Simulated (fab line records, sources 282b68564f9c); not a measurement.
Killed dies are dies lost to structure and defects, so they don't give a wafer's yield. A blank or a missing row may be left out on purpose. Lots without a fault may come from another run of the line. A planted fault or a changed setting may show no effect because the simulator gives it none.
fab line records | flow rit_cmos
record lots=15 wafers=45 last_day=7
route steps=202 shown PWELL@42 PLDD@120 PSD@157 M1@202
lots that met no fault: from a run of the same line without faults
start_h: hours from the record's first day to the start of the lot's first wafer shown | wait_h: hours since the lot's step before | " the same as in the row above | L1.1+2: a row that stands for several wafers | - no value, or no start given | * or withheld: withheld | < > ~ a bound
route shown NAME@n: a module of which the file shows steps, and the number in the route of the first | usual: mean/standard deviation of fault-free wafers | same: alike in all rows | chamber/n: place in a boat | sites: the reading at each site | _std_site: their standard deviation | _edge_site: outer sites' mean less inner sites' | radius_mm: how far each site lies from the wafer's centre | mask NAME#n: copy n | behind: the tool/chamber that last shaped the wafer | hold: why the lot was held/for how many hours/how that ended | device: the transistor (n, p or np) that didn't switch | end of line: the same wafers' tests at the end of the route | a step without rows: its recipe alone | killed: dies lost to structure and defects at the first sort, not the wafer's yield | map: a wafer's dies, x killed, . not, _ none there
set.NAME: the setting as run; set.NAME@STEP: as run at that earlier step | model.NAME: the simulator's own value behind a step, which no gauge read
steps of the route over a sample of lots; a table a step, a row a wafer
services: from which hour (start_h, from the record's first day; less than 0 if before it) a tool's chamber was out of use, for how many hours, and why
## steps
# step RIT_PWELL_EXPOSE_03
# recipe mask_id=M3 na=0.57 target_cd_nm=43700 dose_mj=250
# usual exposure_dose_mJ_cm2=249.98/0.26 focus_offset_nm=-0.1/0.52
# columns lot.wafer tool chamber start_h wait_h mask exposure_dose_mJ_cm2 focus_offset_nm
L239.3 iline_stepper-02 0 22.39 0.2 M3#0 249.99 0.7
L239.4 " 0 " " M3#0 249.88 0.3
L239.5 " 0 " " M3#0 249.66 0.8
L240.1 iline_stepper-02 0 27.34 0.1 M3#0 250.08 0.2
L240.5 " 0 " " M3#0 250.29 -0.6
L240.6 " 0 " " M3#0 249.71 -0.3
L241.1 iline_stepper-01 0 32.80 0.2 M3#0 250.24 0.5
L241.5 " 0 " " M3#0 249.99 -0.1
L241.6 " 0 " " M3#0 250.17 0.0
L243.1 iline_stepper-02 0 43.48 0.1 M3#0 249.97 0.2
L243.2 " 0 " " M3#0 249.82 -0.2
L243.5 " 0 " " M3#0 249.93 0.6
L244.2 iline_stepper-01 0 47.78 0.2 M3#0 249.68 0.7
L244.5 " 0 " " M3#0 249.76 0.4
L244.6 " 0 " " M3#0 249.93 -0.2
L246.3 iline_stepper-01 0 57.30 0.1 M3#0 249.75 -0.2
L246.5 " 0 " " M3#0 249.87 -0.2
L246.6 " 0 " " M3#0 249.76 -0.5
L247.2 iline_stepper-01 0 61.39 0.1 M3#0 250.00 0.6
L247.5 " 0 " " M3#0 249.79 0.1
L247.6 " 0 " " M3#0 249.77 -0.6
L248.3 iline_stepper-02 0 68.00 0.2 M3#0 250.16 0.1
L248.4 " 0 " " M3#0 249.94 0.1
L248.6 " 0 " " M3#0 250.03 -0.1
L249.1 iline_stepper-02 0 71.31 0.1 M3#0 250.23 1.1
L249.4 " 0 " " M3#0 250.50 -0.4
L249.6 " 0 " " M3#0 249.73 0.0
L250.2 iline_stepper-02 0 76.54 0.1 M3#0 249.72 -0.5
L250.3 " 0 " " M3#0 250.11 -1.2
L250.6 " 0 " " M3#0 249.98 -0.5
L252.3 iline_stepper-01 0 87.28 0.2 M3#0 250.23 -0.7
L252.5 " 0 " " M3#0 250.55 -0.4
L252.6 " 0 " " M3#0 250.72 -0.8
L254.1 iline_stepper-01 0 97.15 0.2 M3#0 250.17 -0.2
L254.4 " 0 " " M3#0 249.87 -0.3
L254.5 " 0 " " M3#0 249.55 -0.1
L256.3 iline_stepper-01 0 106.73 0.2 M3#0 250.02 0.1
L256.5 " 0 " " M3#0 250.13 -0.3
L256.6 " 0 " " M3#0 250.34 -0.2
L259.1 iline_stepper-02 0 121.62 0.4 M3#0 250.69 0.3
L259.2 " 0 " " M3#0 249.93 -0.3
L259.6 " 0 " " M3#0 250.03 -1.0
L262.1 iline_stepper-02 0 136.78 0.2 M3#0 249.81 -0.4
L262.2 " 0 " " M3#0 250.02 -0.1
L262.3 " 0 " " M3#0 249.72 -0.3
# step RIT_PWELL_OVL_MEAS_06
# usual PWELL_OVL=0.1/1.6
# columns lot.wafer tool chamber start_h wait_h PWELL_OVL[nm]
L239.3 overlay-02 - 22.80 - 2.2
L239.4 " - " " 2.0
L239.5 " - " " 3.8
L240.1 overlay-02 - 27.77 - -1.1
L240.5 " - " " -3.1
L240.6 " - " " -2.6
L241.1 overlay-02 - 33.23 - -1.1
L241.5 " - " " -0.2
L241.6 " - " " -1.0
L243.1 overlay-02 - 43.91 - 0.1
L243.2 " - " " -2.3
L243.5 " - " " -0.9
L244.2 overlay-02 - 48.20 - 0.3
L244.5 " - " " 0.4
L244.6 " - " " 0.0
L246.3 overlay-01 - 57.71 - 1.8
L246.5 " - " " 3.6
L246.6 " - " " -0.1
L247.2 overlay-02 - 61.81 - 1.9
L247.5 " - " " 1.1
L247.6 " - " " 1.5
L248.3 overlay-02 - 68.40 - 0.9
L248.4 " - " " 0.8
L248.6 " - " " -0.8
L249.1 overlay-01 - 71.74 - -2.4
L249.4 " - " " -1.2
L249.6 " - " " -0.8
L250.2 overlay-02 - 76.98 - -0.4
L250.3 " - " " 0.5
L250.6 " - " " -1.1
L252.3 overlay-01 - 87.69 - 241.1
L252.5 " - " " 240.7
L252.6 " - " " 241.6
L254.1 overlay-01 - 97.58 - 240.4
L254.4 " - " " 240.7
L254.5 " - " " 241.1
L256.3 overlay-01 - 107.17 - 237.9
L256.5 " - " " 238.4
L256.6 " - " " 237.6
L259.1 overlay-01 - 122.15 - 0.8
L259.2 " - " " 2.2
L259.6 " - " " 0.2
L262.1 overlay-01 - 137.21 - 3.7
L262.2 " - " " 3.1
L262.3 " - " " 1.4
# step RIT_PWELL_STRIP_09
# recipe chemistry=O2 time_s=180 resist=NOVOLAK platen_temp_c=withheld power_w=500 pressure_mtorr=4000 o2_flow_sccm=4000
# usual drypump_motor_current_A=5.6/0.57
# columns lot.wafer tool chamber start_h wait_h drypump_motor_current_A rf_hours_counter_h
L239.3 plasma_asher-03 1 23.28 0.1 6.1 -
L239.4 " 0 " " 4.7 -
L239.5 " 0 " " 4.7 -
L240.1 plasma_asher-03 0 28.20 0.1 4.7 40
L240.5 " 1 " " 6.1 -
L240.6 " 0 " " 4.7 -
L241.1 plasma_asher-03 1 33.67 0.1 6.1 40
L241.5 " 1 " " 6.2 -
L241.6 " 0 " " 4.8 -
L243.1 plasma_asher-04 0 44.34 0.1 5.5 22
L243.2 " 1 " " 6.1 22
L243.5 " 0 " " 5.5 -
L244.2 plasma_asher-03 1 48.63 0.1 6.1 41
L244.5 " 0 " " 4.8 -
L244.6 " 1 " " 6.1 -
L246.3 plasma_asher-03 1 58.19 0.1 6.1 -
L246.5 " 0 " " 4.7 -
L246.6 " 1 " " 6.1 -
L247.2 plasma_asher-03 0 62.24 0.1 4.7 43
L247.5 " 0 " " 4.7 -
L247.6 " 1 " " 6.1 -
L248.3 plasma_asher-03 1 68.88 0.1 6.1 -
L248.4 " 0 " " 4.7 -
L248.6 " 0 " " 4.7 -
L249.1 plasma_asher-03 0 72.18 0.1 4.7 44
L249.4 " 0 " " 4.8 -
L249.6 " 0 " " 4.7 -
L250.2 plasma_asher-03 0 77.49 0.1 4.7 45
L250.3 " 1 " " 6.1 -
L250.6 " 0 " " 4.7 -
L252.3 plasma_asher-04 1 88.17 0.1 6.1 -
L252.5 " 0 " " 5.5 -
L252.6 " 1 " " 6.1 -
L254.1 plasma_asher-02 0 98.01 0.1 5.5 46
L254.4 " 0 " " 5.5 -
L254.5 " 1 " " 5.9 -
L256.3 plasma_asher-02 0 107.65 0.1 5.5 -
L256.5 " 0 " " 5.5 -
L256.6 " 1 " " 5.9 -
L259.1 plasma_asher-04 0 122.59 0.1 5.5 31
L259.2 " 1 " " 6.2 31
L259.6 " 1 " " 6.2 -
L262.1 plasma_asher-03 1 137.65 0.1 6.2 51
L262.2 " 0 " " 4.8 51
L262.3 " 0 " " 4.7 -
# step RIT_PLDD_OVL_MEAS_06
# usual PLDD_OVL=-0.2/1.6
# columns lot.wafer tool chamber start_h wait_h PLDD_OVL[nm]
L239.3 overlay-02 - 45.86 - -1.8
L239.4 " - " " -1.5
L239.5 " - " " -2.2
L240.1 overlay-01 - 47.95 - 0.3
L240.5 " - " " 1.4
L240.6 " - " " 1.2
L241.1 overlay-01 - 54.68 - 1.0
L241.5 " - " " 0.5
L241.6 " - " " 1.0
L243.1 overlay-02 - 64.48 - 3.0
L243.2 " - " " 1.4
L243.5 " - " " 3.3
L244.2 overlay-01 - 68.47 - 0.7
L244.5 " - " " 0.6
L244.6 " - " " 0.5
L246.3 overlay-01 - 78.73 - 0.8
L246.5 " - " " -0.4
L246.6 " - " " -1.7
L247.2 overlay-01 - 82.69 - 0.1
L247.5 " - " " -0.7
L247.6 " - " " 0.7
L248.3 overlay-01 - 88.95 - -1.2
L248.4 " - " " 0.9
L248.6 " - " " -2.2
L249.1 overlay-01 - 92.63 - 2.1
L249.4 " - " " 0.6
L249.6 " - " " 0.2
L250.2 overlay-01 - 97.88 - -0.9
L250.3 " - " " -2.1
L250.6 " - " " -1.5
L252.3 overlay-01 - 108.64 - 0.5
L252.5 " - " " 0.9
L252.6 " - " " 0.8
L254.1 overlay-01 - 117.95 - 4.5
L254.4 " - " " 3.2
L254.5 " - " " 3.2
L256.3 overlay-01 - 128.67 - -2.9
L256.5 " - " " -3.0
L256.6 " - " " -2.6
L259.1 overlay-01 - 144.24 - -2.1
L259.2 " - " " -1.8
L259.6 " - " " -0.6
L262.1 overlay-01 - 157.06 - 0.2
L262.2 " - " " 0.2
L262.3 " - " " 1.4
# step RIT_SDANNEAL_RS_MEAS_04
# recipe thk_meas_gauge=four-point-probe
# usual PSD_RS=116.07/0.27
# columns lot.wafer tool chamber start_h wait_h PSD_RS[ohm/sq]
L239.3 film_metro-02 - 52.51 0.1 116.35
L239.4 " - " " 116.31
L239.5 " - " " 116.43
L240.1 film_metro-02 - 54.40 0.0 116.19
L240.5 " - " " 116.21
L240.6 " - " " 116.01
L241.1 film_metro-02 - 61.02 0.0 116.44
L241.5 " - " " 116.49
L241.6 " - " " 116.23
L243.1 film_metro-02 - 71.24 0.0 116.03
L243.2 " - " " 116.07
L243.5 " - " " 116.14
L244.2 film_metro-01 - 74.91 0.1 116.23
L244.5 " - " " 115.94
L244.6 " - " " 116.23
L246.3 film_metro-02 - 85.13 0.1 116.03
L246.5 " - " " 115.85
L246.6 " - " " 116.11
L247.2 film_metro-02 - 89.33 0.1 116.32
L247.5 " - " " 116.16
L247.6 " - " " 116.75
L248.3 film_metro-03 - 95.56 0.1 116.02
L248.4 " - " " 116.17
L248.6 " - " " 115.95
L249.1 film_metro-03 - 100.06 0.0 116.26
L249.4 " - " " 116.47
L249.6 " - " " 116.27
L250.2 film_metro-03 - 105.06 0.1 115.95
L250.3 " - " " 116.11
L250.6 " - " " 116.37
L252.3 film_metro-02 - 115.14 0.1 116.46
L252.5 " - " " 116.17
L252.6 " - " " 116.19
L254.1 film_metro-03 - 124.28 0.0 115.47
L254.4 " - " " 115.84
L254.5 " - " " 115.27
L256.3 film_metro-03 - 135.03 0.1 115.99
L256.5 " - " " 115.88
L256.6 " - " " 115.83
L259.1 film_metro-03 - 150.85 0.0 115.81
L259.2 " - " " 116.15
L259.6 " - " " 116.07
L262.1 film_metro-02 - 163.73 0.0 116.42
L262.2 " - " " 116.45
L262.3 " - " " 116.58
# step RIT_M1_PROBE_99
# usual killed_at_M0_to_M3=0.0/0.14 killed_at_contacts=0.0/0.22 killed_at_front_end=6.5/3 killed_dies=6.6/3 killed_open=3.4/2.2 killed_short=3.3/1.7
# same gross_dies=264 killed_at_M4_up=0 killed_at_back_side=0 killed_at_other=0
# columns lot.wafer tool chamber start_h wait_h killed_at_M0_to_M3 killed_at_contacts killed_at_front_end killed_dies killed_open killed_short
L247.2 prober-01 - 96.90 0.1 0 0 10 10 3 7
L247.5 prober-01 - 97.05 0.2 0 0 7 7 5 2
L247.6 prober-01 - 97.10 0.2 0 0 7 7 2 5
L248.3 prober-02 - 103.76 0.2 0 0 15 15 12 3
L248.4 prober-02 - 103.81 0.2 0 0 6 6 4 2
L248.6 prober-02 - 103.91 0.2 0 0 7 7 4 3
L250.2 prober-02 - 112.85 0.1 0 0 5 5 1 4
L250.3 prober-02 - 112.90 0.2 0 0 2 2 0 2
L250.6 prober-02 - 113.05 0.2 0 0 10 10 5 5
L252.3 prober-02 - 122.76 0.2 0 0 4 4 1 3
L252.5 prober-02 - 122.86 0.2 0 0 7 7 5 2
L252.6 prober-02 - 122.91 0.2 0 0 7 7 3 4
L254.1 prober-02 - 131.71 0.1 0 0 2 2 1 1
L254.4 prober-02 - 131.86 0.2 0 0 2 2 0 2
L254.5 prober-02 - 131.91 0.2 0 0 3 3 2 1
L256.3 prober-02 - 143.33 0.2 0 0 11 11 4 7
L256.5 prober-02 - 143.43 0.2 0 0 7 7 1 6
L256.6 prober-02 - 143.48 0.2 0 0 6 6 1 5
# killed by level:class
L247.2 SPACER:geometric_particle:short=3 GATE:geometric_particle:short=2 FOX1:geometric_particle:short=1 FOX2:geometric_particle:short=1 GATE:geometric_particle:open=1 REOX:geometric_particle:open=1 SPACER:geometric_particle:open=1
L247.5 GATE:geometric_particle:short=2 REOX:geometric_particle:open=2 SILICIDE:geometric_particle:open=2 FOX1:geometric_particle:open=1
L247.6 GATE:geometric_particle:short=5 FOX1:geometric_particle:open=2
L248.3 GATE:geometric_particle:open=5 FOX1:geometric_particle:open=3 SPACER:geometric_particle:open=2 ACTIVE:geometric_particle:open=1 FOX1:geometric_particle:short=1 GATE:geometric_particle:short=1 SILICIDE:geometric_particle:open=1 SILICIDE:geometric_particle:short=1
L248.4 GATE:geometric_particle:open=2 GATE:geometric_particle:short=2 FOX2:geometric_particle:open=1 SILICIDE:geometric_particle:open=1
L248.6 REOX:geometric_particle:open=3 GATE:geometric_particle:short=2 SPACER:geometric_particle:short=1 SILICIDE:geometric_particle:open=1
L250.2 SPACER:geometric_particle:short=2 FOX1:geometric_particle:short=1 FOX1:geometric_particle:open=1 SILICIDE:geometric_particle:short=1
L250.3 FOX1:geometric_particle:short=1 REOX:geometric_particle:short=1
L250.6 SPACER:geometric_particle:open=4 SPACER:geometric_particle:short=3 REOX:geometric_particle:short=1 SILICIDE:geometric_particle:short=1 SILICIDE:geometric_particle:open=1
L252.3 GATE:geometric_particle:short=2 GATE:geometric_particle:open=1 SILICIDE:geometric_particle:short=1
L252.5 FOX1:geometric_particle:short=2 FOX2:geometric_particle:open=2 FOX1:geometric_particle:open=1 GATE:geometric_particle:open=1 SPACER:geometric_particle:open=1
L252.6 FOX1:geometric_particle:short=2 FOX2:geometric_particle:open=1 GATE:geometric_particle:short=1 GATE:geometric_particle:open=1 SPACER:geometric_particle:short=1 SPACER:geometric_particle:open=1
L254.1 REOX:geometric_particle:open=1 SILICIDE:geometric_particle:short=1
L254.4 FOX1:geometric_particle:short=1 FOX2:geometric_particle:short=1
L254.5 FOX1:geometric_particle:open=1 SPACER:geometric_particle:open=1 SILICIDE:geometric_particle:short=1
L256.3 GATE:geometric_particle:open=3 GATE:geometric_particle:short=2 REOX:geometric_particle:short=2 FOX2:geometric_particle:short=1 SPACER:geometric_particle:open=1 SPACER:geometric_particle:short=1 SILICIDE:geometric_particle:short=1
L256.5 GATE:geometric_particle:short=3 FOX1:geometric_particle:short=1 GATE:geometric_particle:open=1 REOX:geometric_particle:short=1 SPACER:geometric_particle:short=1
L256.6 GATE:geometric_particle:short=2 SPACER:geometric_particle:short=2 FOX1:geometric_particle:short=1 FOX2:geometric_particle:open=1
## services
# columns tool chamber start_h hours kind
iline_stepper-01 - 3.55 2.1 pm
iline_stepper-02 - 5.10 2.8 repair
iline_stepper-01 - 5.63 - consumable_replace:lamp
iline_stepper-01 - 16.82 1.7 pm
plasma_asher-03 - 36.07 1.1 repair
iline_stepper-02 - 48.99 1.7 pm
iline_stepper-01 - 105.04 1.3 repair
## key
first_sign step=RIT_PWELL_OVL_MEAS_06 reading=PWELL_OVL direction=up sigmas=99+ usual=0.1 struck=239.9
effect none on later readings
met_at RIT_PWELL_EXPOSE_03
struck_lots L252,L254,L256
tester_left_out L252,L254,L256
not_acting_at RIT_PWELL_STRIP_09,RIT_PLDD_OVL_MEAS_06,RIT_SDANNEAL_RS_MEAS_04
onset_between 61.39 87.28
fault kind=scanner_matching_overlay tool=iline_stepper-01 chamber=- onset_h=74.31 steps=RIT_PWELL_EXPOSE_03 offset=240
# tester_left_out: of these lots the tester's yield and bins aren't shown, on N5 and GAA mostly nor the transistor test; their killed dies are dies lost to structure and defects alone, not to doping, threshold or leakage, so they don't give the yield
